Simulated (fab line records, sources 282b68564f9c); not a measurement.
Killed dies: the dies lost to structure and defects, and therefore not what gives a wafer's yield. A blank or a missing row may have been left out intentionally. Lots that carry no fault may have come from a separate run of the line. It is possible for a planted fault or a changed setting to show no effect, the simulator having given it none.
Problem report in the 8D (eight disciplines) form, filled by code    flow rit cmos    the parts of the form that need people (team, actions taken, sign-off) are left out

== 1. THE PROBLEM ==
Across 6 wafers from 2 lots, GATE_POLY_THK at RIT_GATE_THK_MEAS_09 averages 295.7 nm, while fault-free wafers read 255.5 nm with a standard deviation of 2.5. Measured from the usual mean, that is +16 standard deviations.
Seen first at day 5 16:30 on film metro-04, wafer L496.1. The record holds 42 wafers of 14 lots with a number at this step. Rule for "out", or "out of limits": more than 4 standard deviations from the usual mean. The other wafers with a number count as sound.

== 2. WHAT IT IS, WHAT IT ISN'T ==
question                     is                      is not
which readings at this step  GATE_POLY_THK           -
which lots                   L496, L497              L481, L482, L486, L487, L492, L494, L498, L499, L500, L501, L502, L503
which wafers of those lots   all that have a number  -
read on which gauges         film metro-04           film metro-01, film metro-02
when                         from day 5 16:30        up to then (18 sound wafers); but 18 sound wafers of L498, L499, L500, L501, L502, L503 came after

== 3. WHAT RULES OUT EACH SUSPECT ==
Counting: a tool at any process step up to the reading remains a suspect when it ran all the lots that are out and ran no sound lot after the first of those.
- ruled out: the gauge at RIT_GATE_THK_MEAS_09. All the wafers that are out were read on film metro-04, but those of them that RIT_GATE_ETCH_19 has rows for are out there too, on other tools.
- lpcvd-02 at RIT_GATE_CVD_08 (deposits poly-Si from SiH4, target thk 250 nm, time 2220 s): ruled out as a lasting fault. Sound lots L498 ran on it after its first lot that is out, L496 (day 5 14:53).
Left after counting: nothing in the record.

== 4. THE CAUSE (what the simulator had put in) ==
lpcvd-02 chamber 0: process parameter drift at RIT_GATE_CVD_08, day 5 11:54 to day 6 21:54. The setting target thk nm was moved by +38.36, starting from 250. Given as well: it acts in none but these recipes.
Counting ruled it out, wrongly: the rule takes a fault to strike every lot that its tool runs from its start on, and this one did not.

== 5. SEQUENCE OF EFFECTS, ordered by route ==
One row per reading whose mean, taken over the struck wafers that have a number, lies over 3 standard deviations from the usual. Only readings whose record carries a usual standard deviation are examined. hours: median over the lots of the time between each lot's start at the first step of this table that gives one and its start at this step. sigmas: the change, counted in usual standard deviations.
hours  step                  reading         usual       on struck wafers  change  sigmas
0      RIT_GATE_THK_MEAS_09  GATE_POLY_THK   255.5 nm    295.7             +40.2   +16
5      RIT_GATE_ETCH_19      oes product au  0.864 a.u.  0.958             +0.094  +5.9
Here are the process steps it includes:
- RIT_GATE_ETCH_19: etches poly-Si in SF6/CHF3/O2, stops on SiO2, time 165 s, target depth 312.5 nm.

== 6. WHAT WOULD HAVE CAUGHT IT SOONER ==
5 hours passed between the start of the fault at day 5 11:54 and the first reading out of limits at a measuring or inspecting step in this record, taken at day 5 16:30.
Of the tool readings at RIT_GATE_CVD_08 for which the record gives a usual standard deviation, none was out on any struck wafer, so an alarm limit of 4 standard deviations on them would not have fired.
